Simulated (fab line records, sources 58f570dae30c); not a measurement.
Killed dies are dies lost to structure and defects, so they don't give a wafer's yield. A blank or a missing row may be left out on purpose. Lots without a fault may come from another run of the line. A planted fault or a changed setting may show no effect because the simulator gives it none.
Which tool did it? | flow berkeley_cmos170 | 6 lots, 18 wafers sampled, at 2 steps of a route of 331

WHAT THE GAUGES READ, wafer by wafer
UCB170_SILICIDE_RS_MEAS_02: measures by four-point-probe.
lot  | measured     | on            | SILICIDE_TI_RS (ohm/sq)
L586 | day 7 17:24  | film_metro-02 | 26.0 26.3 26.4
L587 | day 7 20:22  | film_metro-01 | 25.9 25.4 26.0
L594 | day 8 23:19  | film_metro-02 | 26.5 26.4 26.5
L595 | day 9 04:24  | film_metro-01 | 25.7 32.9 25.9 25.9 33.3 26.1
L600 | day 10 00:42 | film_metro-01 | 26.4 26.1 26.1
L604 | day 10 15:50 | film_metro-02 | 25.9 25.8 25.9

WHICH TOOL RAN EACH LOT (tool, then ch and the chambers of the sampled wafers, then the start)
lot  | UCB170_SILICIDE_SPUTTER_01
L586 | pvd_sputter-03, day 7 17:22
L587 | pvd_sputter-03, day 7 20:19
L594 | pvd_sputter-01, day 8 23:17
L595 | pvd_sputter-04, day 9 04:22
L600 | pvd_sputter-01, day 10 00:38
L604 | pvd_sputter-03, day 10 15:46
- UCB170_SILICIDE_SPUTTER_01: material Ti, target thk 30 nm, time 25 s.

THE ANSWER, worked out from the rows above alone
Rule: what is usual is taken from the lots themselves. Put in order of their means at a reading, lots are off if they are a third of the lots or fewer, leave a main group of 4 or more, and stand apart from it by a gap of 3 or more times the standard deviation of the main group's means; of several such gaps the widest counts. A main group whose means are all the same, to the digits that the tables above print for the reading, isn't used. A lot without any number at a reading at which 4 lots or more have one is off too. The other lots that the step has rows for count as sound.
Off: L595, at UCB170_SILICIDE_RS_MEAS_02 (SILICIDE_TI_RS). The main group: mean 26.1 ohm/sq, standard deviation 0.26.
A tool fits if, at a process step before that reading, it ran every lot that is off, and no sound lot after the first of them. The gauges at UCB170_SILICIDE_RS_MEAS_02 are tried like those tools. One fits: pvd_sputter-04 at UCB170_SILICIDE_SPUTTER_01. It ran no sound lot before its first lot that is off in this sample, so the start can't be narrowed down.

WHAT THE SIMULATOR HAD PUT IN
Site profile drift: pvd_sputter-04, from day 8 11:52 on, at UCB170_SILICIDE_SPUTTER_01. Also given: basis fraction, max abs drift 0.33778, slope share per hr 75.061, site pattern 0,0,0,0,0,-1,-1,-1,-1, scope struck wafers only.
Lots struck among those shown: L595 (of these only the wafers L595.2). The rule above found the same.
